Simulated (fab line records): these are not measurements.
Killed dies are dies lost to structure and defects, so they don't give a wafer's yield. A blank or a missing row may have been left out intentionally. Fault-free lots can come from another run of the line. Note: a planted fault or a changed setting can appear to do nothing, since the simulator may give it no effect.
Struck lot and sound lot, side by side -- flow berkeley-cmos170 -- 27 out of 331 route steps
Sound: these wafers, L274.1, L274.2, L274.6. The struck wafers were L286.2, L286.3, L286.5. The cause comes at the end.
For every step that has rows: the tool of each side, followed by ch and its chambers, followed by its first start. Under that, the readings that differ: sound wafers -- struck wafers -- difference of the means -- sigmas: that difference in standard deviations of wafers without a fault.
alike: a reading whose means differ by less than 2 such deviations, as well as words and numbers matching on both sides. not compared: withheld readings; readings where some wafer has no value; bounds like >300 that might hide an equal value; numbers whose values overlap and for which the record gives no deviation.
A row with sigmas, a row that says differs or no value, or rows on one side alone: a step with any of these is where the two part. When numbers do not overlap yet have no deviation, they are printed without sigmas and do not part them. A reading that every wafer of one side lacks parts them only if that side has two wafers or more.

UCB170_SPACER_THK_MEAS_01:
  sound: film-metro-04 at day 6 16:47; struck: film-metro-04 at day 8 20:27
  alike: SPACER_TEOS_THK
then, 1 step without rows for these wafers: UCB170_SPACER_ANNEAL_02 (time 1800 s).
UCB170_SPACER_ETCHBACK_03: etches SiO2 in CHF3/CF4/Ar, stops on Si, target depth 376 nm, time 100 s.
  sound on rie-diel-04 ch 1,2,3, day 6 19:10; struck on rie-diel-02 ch 0,1, day 8 22:50
  alike: drypump-motor-current-A, oes-product-au, throttle-valve-pct
  not compared: rf-hours-counter-h
then, 6 steps without rows for these wafers: UCB170_PSD_HMDS_00 (prime time 60 s); UCB170_PSD_COAT_01 (resist thk 900 nm); UCB170_PSD_SOFTBAKE_02 (time 60 s); UCB170_PSD_EXPOSE_03 (exposes mask PSELECT MOD, target cd 1200 nm); UCB170_PSD_PEB_04; UCB170_PSD_DEVELOP_05 (develop time 45 s).
UCB170_PSD_CD_MEAS_06: target cd 1200 nm.
  sound: cd-sem-01 at day 6 20:48; struck: cd-sem-02 at day 9 00:59
  alike: cd-nm
UCB170_PSD_OVL_MEAS_07:
  sound: overlay-02 at day 6 20:55; struck: overlay-02 at day 9 01:05
  alike: PSD_OVL
next, for these wafers, 1 step has no rows: UCB170_PSD_IMPLANT_08.
UCB170_PSD_STRIP_09: strips in O2.
  sound on plasma-asher-04 ch 0,1, day 6 21:07; struck on plasma-asher-02 ch 0,1, day 9 01:16
reading,sound,struck,difference,sigmas
oes-product-au (a.u.),0.599 0.597 0.601,0.448 0.433 0.442,-0.158,-34
strip-time-to-endpoint-s (s),29.37 29.47 29.40,- - -,no value on the struck wafers,
model.KrF_of_PSD_COAT_01.thk-nm (nm),0 0 0,686.9 691 689.7,+689.2,
  alike: drypump-motor-current-A
  not compared: rf-hours-counter-h
UCB170_PSD_TW_MEAS_10:
  sound: film-metro-04 at day 6 21:13; struck: film-metro-04 at day 9 01:23
  alike: PSD_TW
then, 7 steps without rows for these wafers: UCB170_PSD_CLEAN_11 (cleans in SPM, time 600 s); UCB170_NSD_HMDS_00 (prime time 60 s); UCB170_NSD_COAT_01 (resist thk 885 nm); UCB170_NSD_SOFTBAKE_02 (time 60 s); UCB170_NSD_EXPOSE_03 (exposes mask NSELECT MOD, target cd 1200 nm); UCB170_NSD_PEB_04; UCB170_NSD_DEVELOP_05 (develop time 45 s).
UCB170_NSD_CD_MEAS_06: target cd 1200 nm.
  sound: cd-sem-01 at day 6 23:41; struck: cd-sem-02 at day 9 02:54
  alike: cd-nm
UCB170_NSD_OVL_MEAS_07:
  sound: overlay-02 at day 6 23:48; struck: overlay-02 at day 9 03:01
  alike: NSD_OVL
next, for these wafers, 1 step has no rows: UCB170_NSD_IMPLANT_08.
UCB170_NSD_STRIP_09: strips in O2.
  sound on plasma-asher-02 ch 0,1, day 6 23:59; struck on plasma-asher-02 ch 0,1, day 9 03:11
reading,sound,struck,difference,sigmas
oes-product-au (a.u.),0.531 0.536 0.525,0.610 0.603 0.612,+0.078,+16
strip-time-to-endpoint-s (s),35.65 35.62 35.59,55.67 55.87 55.77,+20.15,+99 or more
  alike: drypump-motor-current-A
  not compared: rf-hours-counter-h
UCB170_NSD_TW_MEAS_10:
  sound: film-metro-04 at day 7 00:05; struck: film-metro-01 at day 9 03:18
reading,sound,struck,difference,sigmas
NSD_TW,4223 4195 4218,30 30 30,-4182,-99 or more
then, 1 step without rows for these wafers: UCB170_NSD_CLEAN_11 (cleans in SPM, time 600 s).

== WHERE THEY PART ==
Earliest at UCB170_PSD_STRIP_09; latest, in this record, at UCB170_NSD_TW_MEAS_10.

WHY: what the simulator had put in
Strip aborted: plasma-asher-02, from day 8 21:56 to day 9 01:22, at UCB170_PSD_STRIP_09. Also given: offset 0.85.
